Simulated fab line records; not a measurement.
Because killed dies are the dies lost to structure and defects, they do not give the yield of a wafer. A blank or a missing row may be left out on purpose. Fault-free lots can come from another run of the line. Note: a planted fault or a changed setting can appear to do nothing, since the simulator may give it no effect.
Matching of chambers | flow berkeley-cmos170 | UCB170_V2_CMP_02 on cmp-01 has 4 sister chambers
The step polishes SiO2. 4 wafers are shown with their chamber, then 9 later ones without.

WAFERS, EACH WITH ITS CHAMBER
wafer  | chamber | motor-current-A (A)
L585.1 | 1       | 15.6
L589.6 | 0       | 16.3
L594.4 | 3       | 16.3
L594.5 | 2       | 16.5

WAFERS MISSING THEIR CHAMBER
wafer  | motor-current-A (A)
L599.3 | 17.9
L599.4 | 15.4
L599.6 | 16.6
L598.2 | 17.1
L598.3 | 18.0
L598.4 | 16.2
L597.1 | 15.6
L597.3 | 16.4
L597.5 | 16.3

WHICH CHAMBER EACH ONE RAN IN
wafer  | from the rows above               | in truth
L599.3 | can't be placed: 2 or 0 or 3 or 1 | 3
L599.4 | can't be placed: 1 or 0 or 3 or 2 | 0
L599.6 | can't be placed: 2 or 0 or 3 or 1 | 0
L598.2 | can't be placed: 2 or 0 or 3 or 1 | 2
L598.3 | can't be placed: 2 or 0 or 3 or 1 | 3
L598.4 | can't be placed: 0 or 3 or 2 or 1 | 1
L597.1 | can't be placed: 1 or 0 or 3 or 2 | 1
L597.3 | can't be placed: 0 or 3 or 2 or 1 | 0
L597.5 | can't be placed: 0 or 3 or 2 or 1 | 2
0 of 9 placed correctly. Not placeable from these rows: 9 (in 9, the candidates include the true chamber). Placed wrongly: 0.
How it was worked out, from the rows above alone: a wafer's distance from a chamber is the root of the sum, over the readings, of the square of ((its reading less the chamber's mean) divided by the reading's scatter). If the next closest chamber is less than 2 further off than the closest, the wafer can't be placed; otherwise it belongs to the closest. For every chamber, the mean is computed from those of its wafers that are shown. The scatter (one wafer shown for each chamber): square how far every hidden wafer sits from the nearest shown wafer, average those squares and take the square root.
